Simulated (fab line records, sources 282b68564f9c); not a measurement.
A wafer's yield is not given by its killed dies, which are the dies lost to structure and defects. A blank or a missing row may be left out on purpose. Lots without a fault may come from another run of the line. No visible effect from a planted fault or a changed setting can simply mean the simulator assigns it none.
fab line records    flow rit_cmos
[record] lots = 15  wafers = 45  last_day = 19
route steps=202 shown CONTACT@179 M1@202
lots untouched by any fault: they come from a run of this same line in which no faults occurred
start_h: hours from the record's opening day to when the first of the lot's shown wafers began    wait_h: hours elapsed since this lot's preceding step    " unchanged from the row above    L1.1+2: a row that stands for several wafers    - no value present, or no start provided    * or withheld: withheld    < > ~ a bound
route shown NAME@n: names a module that has steps shown in the file, with the first one's number in the route    usual: mean/standard deviation taken from wafers without a fault    same: alike in all rows    chamber/n: place in a boat    sites: each site's reading    _std_site: how widely they spread, as a standard deviation    _edge_site: outer sites' mean less inner sites'    radius_mm: for every site, how far away it sits from the centre of the wafer    mask NAME#n: copy n    behind: tool/chamber where the wafer was last shaped    hold: reason for holding the lot/hours on hold/outcome of the hold    device: the n, p or np transistor that did not switch    end of line: the route-end tests of the same wafers    where a step has no rows: the recipe by itself    killed: dies that structure and defects cost at the first sort, which is not the same as the wafer's yield    map: the dies of a wafer, with x for killed, . for not killed, _ for no die there
set.NAME: setting as actually run; set.NAME@STEP: the setting as run at that earlier step    model.NAME: the simulator's own value behind a step, which no gauge read
route steps across a sampled set of lots; one table per step, one row per wafer
services: a tool's chamber out of use, with start hour (start_h, from the record's first day; less than 0 if before it), hours out, and reason
[[steps]]
[step RIT_CONTACT_ETCH_11]
[recipe] target_depth_a = 4800  over_etch_frac = 0.2  stop_on = TiSi2  chemistry = CHF3/CF4/Ar  target = SiO2  CHF3_flow_sccm = 50  cf4_flow_sccm = 10  Ar_flow_sccm = 100  O2_flow_sccm = 5  pressure_mtorr = 100  rf_w = 200  time_s = 320
[usual] drypump_motor_current_A = 5.8/0.62  oes_product_au = 0.993/0.016  rf_fwd_power_W = 199.6/0.55  throttle_valve_pct = 8.89/0.15
lot.wafer  tool         chamber  start_h  wait_h  drypump_motor_current_A  oes_product_au  rf_fwd_power_W  rf_hours_counter_h  throttle_valve_pct
L638.1     rie_diel-02  3        53.57    0.1     5.4                      0.988           200.1           86                  8.90
L638.2     "            0        "        "       5.5                      0.986           200.2           16                  8.86
L638.5     "            2        "        "       5.3                      0.967           199.7           -                   9.14
L639.1     rie_diel-04  0        56.99    0.1     6.6                      1.004           199.6           1                   8.75
L639.3     "            1        "        "       5.0                      1.000           199.8           7                   8.66
L639.4     "            2        "        "       5.0                      1.001           199.1           70                  9.11
L640.2     rie_diel-04  3        70.01    0.1     6.4                      0.964           200.2           51                  8.89
L640.4     "            2        "        "       5.0                      0.998           199.2           70                  9.10
L640.6     "            0        "        "       6.6                      1.015           199.9           -                   8.76
L642.1     rie_diel-04  1        83.17    0.1     5.0                      1.001           199.0           8                   8.68
L642.2     "            2        "        "       5.0                      1.002           199.2           70                  9.10
L642.5     "            3        "        "       6.4                      0.967           200.1           -                   8.87
L644.1     rie_diel-02  3        88.32    0.1     5.5                      1.001           199.1           87                  8.90
L644.2     "            1        "        "       6.5                      0.994           200.0           7                   9.09
L644.4     "            0        "        "       5.5                      0.971           199.5           16                  8.84
L645.2     rie_diel-02  0        95.34    0.1     5.5                      0.984           201.0           16                  8.86
L645.5     "            2        "        "       5.3                      0.966           199.4           -                   9.15
L645.6     "            3        "        "       5.5                      0.993           200.3           -                   8.90
L646.1     rie_diel-04  2        98.44    0.1     5.0                      0.998           198.7           70                  9.10
L646.4     "            0        "        "       6.6                      1.010           198.8           2                   8.77
L646.5     "            0        "        "       6.6                      1.003           199.6           -                   8.77
L648.3     rie_diel-02  2        113.65   0.1     5.3                      0.959           199.0           5                   9.14
L648.4     "            1        "        "       6.4                      0.998           200.6           7                   9.09
L648.5     "            3        "        "       5.5                      0.993           199.4           -                   8.91
L649.3     rie_diel-03  3        115.15   0.2     5.7                      0.969           200.0           -                   8.99
L649.4     "            1        "        "       6.2                      1.008           199.8           -                   8.81
L649.5     "            1        "        "       6.2                      1.016           199.3           -                   8.79
L651.1     rie_diel-03  2        128.84   0.1     5.2                      1.002           200.9           0                   8.85
L651.4     "            3        "        "       5.8                      0.969           199.4           10                  8.99
L651.6     "            1        "        "       6.2                      1.005           199.3           -                   8.80
L652.2     rie_diel-04  3        132.64   0.1     6.4                      0.975           199.4           52                  8.88
L652.4     "            0        "        "       6.6                      1.012           199.5           3                   8.76
L652.5     "            0        "        "       6.6                      1.006           198.7           -                   8.77
L653.2     rie_diel-03  0        135.70   0.1     6.7                      0.992           199.5           6                   8.75
L653.4     "            1        "        "       6.2                      1.004           200.1           90                  8.81
L653.6     "            2        "        "       5.2                      1.008           200.3           -                   8.85
L654.2     rie_diel-03  1        143.62   0.1     6.2                      1.005           199.9           91                  8.81
L654.3     "            3        "        "       5.8                      0.974           200.6           11                  8.98
L654.4     "            0        "        "       6.7                      1.004           199.8           6                   8.73
L657.1     rie_diel-03  3        151.87   0.1     5.8                      0.971           198.8           11                  8.98
L657.3     "            1        "        "       6.2                      1.013           199.4           91                  8.80
L657.6     "            0        "        "       6.7                      0.995           199.7           -                   8.73
L660.2     rie_diel-02  2        444.85   0.1     5.4                      0.961           199.5           12                  9.15
L660.4     "            0        "        "       5.6                      0.986           199.2           -                   8.84
L660.5     "            1        "        "       6.4                      0.995           199.1           -                   9.08
[step RIT_M1_PROBE_99]
[usual] killed_at_contacts = 0.1/0.27  killed_at_front_end = 6/3  killed_dies = 7/3  killed_on_rim = 1.7/1.4  killed_open = 3.1/2  killed_short = 3.4/2
[same] gross_dies = 264  killed_at_M0_to_M3 = 0  killed_at_M4_up = 0  killed_at_back_side = 0  killed_at_other = 0
lot.wafer  tool       chamber  start_h  wait_h  killed_at_contacts  killed_at_front_end  killed_dies  killed_on_rim  killed_open  killed_short
L653.2     prober-02  -        140.76   0.1     252                 12                   264          70             7            5
L653.4     prober-02  -        140.86   0.2     0                   8                    8            3              4            4
L653.6     prober-02  -        140.96   0.2     0                   6                    6            2              4            2
L654.2     prober-02  -        150.40   0.1     0                   2                    2            0              1            1
L654.3     prober-02  -        150.45   0.2     0                   7                    7            2              4            3
L654.4     prober-02  -        150.50   0.2     260                 4                    264          70             2            2
L657.1     prober-02  -        156.88   0.1     0                   5                    5            0              4            1
L657.3     prober-02  -        156.98   0.2     0                   4                    4            0              2            2
L657.6     prober-02  -        157.13   0.2     256                 8                    264          70             4            4
// killed by level:class
L653.2 CONTACT:area_etch=252 GATE:geometric_particle:open=3 FOX1:geometric_particle:open=2 GATE:geometric_particle:short=2 REOX:geometric_particle:short=2 FOX2:geometric_particle:open=1 REOX:geometric_particle:open=1 SPACER:geometric_particle:short=1
L653.4 GATE:geometric_particle:short=2 REOX:geometric_particle:short=2 FOX1:geometric_particle:open=1 GATE:geometric_particle:open=1 REOX:geometric_particle:open=1 SPACER:geometric_particle:open=1
L653.6 FOX1:geometric_particle:open=1 GATE:geometric_particle:open=1 GATE:geometric_particle:short=1 REOX:geometric_particle:short=1 SPACER:geometric_particle:open=1 SILICIDE:geometric_particle:open=1
L654.2 GATE:geometric_particle:short=1 SPACER:geometric_particle:open=1
L654.3 GATE:geometric_particle:open=2 SPACER:geometric_particle:open=2 FOX1:geometric_particle:short=1 GATE:geometric_particle:short=1 SILICIDE:geometric_particle:short=1
L654.4 CONTACT:area_etch=260 FOX1:geometric_particle:open=1 FOX1:geometric_particle:short=1 GATE:geometric_particle:short=1 GATE:geometric_particle:open=1
L657.1 FOX1:geometric_particle:open=2 REOX:geometric_particle:open=1 SPACER:geometric_particle:open=1 SILICIDE:geometric_particle:short=1
L657.3 GATE:geometric_particle:open=2 SPACER:geometric_particle:short=1 SILICIDE:geometric_particle:short=1
L657.6 CONTACT:area_etch=256 SPACER:geometric_particle:open=3 FOX1:geometric_particle:short=1 GATE:geometric_particle:short=1 REOX:geometric_particle:short=1 REOX:geometric_particle:open=1 SPACER:geometric_particle:short=1
[[services]]
tool         chamber  start_h  hours  kind
rie_diel-04  0        39.43    3.9    repair
rie_diel-04  -        39.47    8.5    repair
rie_diel-04  1        40.14    14.4   repair
rie_diel-03  2        104.07   -      clean
rie_diel-03  2        104.07   17.1   scheduled_down
rie_diel-03  2        104.07   17.1   vent_cycle
rie_diel-03  0        112.56   7.1    repair
rie_diel-02  -        126.93   28.1   pm
rie_diel-02  3        157.63   5.5    repair
rie_diel-04  -        165.71   2.8    pm
rie_diel-04  3        178.57   6.1    repair
rie_diel-04  0        198.24   3.7    repair
rie_diel-03  0        236.01   6.1    repair
rie_diel-02  -        278.67   2.8    pm
rie_diel-02  1        319.43   3.4    repair
rie_diel-03  1        364.21   9.9    repair
rie_diel-02  -        374.40   2.0    repair
rie_diel-02  3        382.26   3.6    repair
rie_diel-04  2        391.39   2.4    repair
rie_diel-02  2        410.15   2.4    repair
rie_diel-02  0        419.96   8.4    repair
rie_diel-03  1        428.56   -      clean
rie_diel-03  1        428.56   15.2   scheduled_down
rie_diel-03  -        432.73   0.2    repair
[[key]]
[first_sign] step = RIT_M1_PROBE_99  reading = killed_at_contacts  direction = up  sigmas = 99+  usual = 0.1  struck = 256
[effect] step = RIT_M1_PROBE_99  reading = killed_dies  direction = up  sigmas = 85  usual = 7  struck = 264
[more_kills_born_at] RIT_CONTACT_ETCH_11@rie_diel-03 = 768
met_at RIT_CONTACT_ETCH_11
struck_lots L653,L654,L657
struck_wafers L653.2,L654.4,L657.6
later_rows_left_out L653.2,L654.4,L657.6
tester_left_out L653,L654,L657
[fault] kind = process_parameter_drift  tool = rie_diel-03  chamber = 0  onset_h = 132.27  steps = RIT_CONTACT_ETCH_11  channel = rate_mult  offset = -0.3  shape = step  end_h = 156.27
// tester_left_out: of these lots the tester's yield and bins aren't shown, on N5 and GAA mostly nor the transistor test; their killed dies are dies lost to structure and defects alone, not to doping, threshold or leakage, so they don't give the yield
// later_rows_left_out: the simulator's readings of these wafers behind a module that went badly wrong aren't trusted and aren't shown, but for the sort
